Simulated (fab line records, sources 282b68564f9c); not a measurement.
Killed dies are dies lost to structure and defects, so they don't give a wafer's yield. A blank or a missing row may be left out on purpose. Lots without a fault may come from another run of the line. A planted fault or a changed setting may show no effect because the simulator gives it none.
Chamber matching | flow rit_cmos | RIT_GATE_ETCH_19 on rie_si-02: 3 sister chambers
The step etches poly-Si in SF6/CHF3/O2, stops on SiO2, time 165 s, target depth 312.5 nm. 14 wafers are shown with their chamber, then 4 later ones without.

WAFERS WITH THEIR CHAMBER
wafer  | chamber | throttle_valve_pct (%) | O2_flow_sccm (sccm) | SF6_flow_sccm (sccm)
L329.1 | 2       | 9.96                   | 4.989               | 29.96
L329.2 | 1       | 10.49                  | 5.016               | 30.09
L329.3 | 0       | 10.25                  | 5.003               | 30.13
L333.4 | 0       | 10.24                  | 4.974               | 30.05
L333.5 | 1       | 10.46                  | 4.989               | 30.04
L333.6 | 2       | 9.98                   | 5.008               | 30.06
L335.1 | 2       | 9.98                   | 4.994               | 29.80
L335.2 | 1       | 10.47                  | 5.021               | 30.14
L335.6 | 2       | 10.00                  | 4.987               | 29.96
L337.1 | 0       | 10.25                  | 4.997               | 29.98
L337.2 | 1       | 10.47                  | 5.006               | 29.93
L337.6 | 0       | 10.23                  | 4.986               | 29.90
L347.1 | 2       | 9.95                   | 4.991               | 29.90
L347.2 | 0       | 10.24                  | 5.010               | 29.93

SIGNATURES (means of the wafers above)
reading            | chamber 0 | chamber 1 | chamber 2 | scatter within a chamber
throttle_valve_pct | 10.2420   | 10.4725   | 9.9740    | 0.0144
O2_flow_sccm       | 4.99400   | 5.00800   | 4.99380   | 0.0124
SF6_flow_sccm      | 29.9980   | 30.0500   | 29.9360   | 0.093
Rule: a wafer's distance from a chamber is the root of the sum, over the readings, of the square of ((its reading less the chamber's mean) divided by the reading's scatter). The wafer belongs to the nearest chamber; if the next one is less than 2 further off, it can't be placed. The scatter: the root of (the sum of the squares of (reading less its chamber's mean) over the shown wafers, divided by (wafers less chambers)).

WAFERS WITHOUT THEIR CHAMBER
wafer  | throttle_valve_pct (%) | O2_flow_sccm (sccm) | SF6_flow_sccm (sccm)
L349.1 | 10.24                  | 4.956               | 29.98
L349.3 | 9.98                   | 4.985               | 29.94
L351.1 | 10.49                  | 4.979               | 29.97
L351.2 | 10.24                  | 5.009               | 30.07

WHICH CHAMBER EACH WENT THROUGH
wafer  | from the rows above | in truth
L349.1 | 0                   | 0
L349.3 | 2                   | 2
L351.1 | 1                   | 1
L351.2 | 0                   | 0
Placed correctly: 4 of 4. Can't be placed from these rows: 0. Placed wrongly: 0.
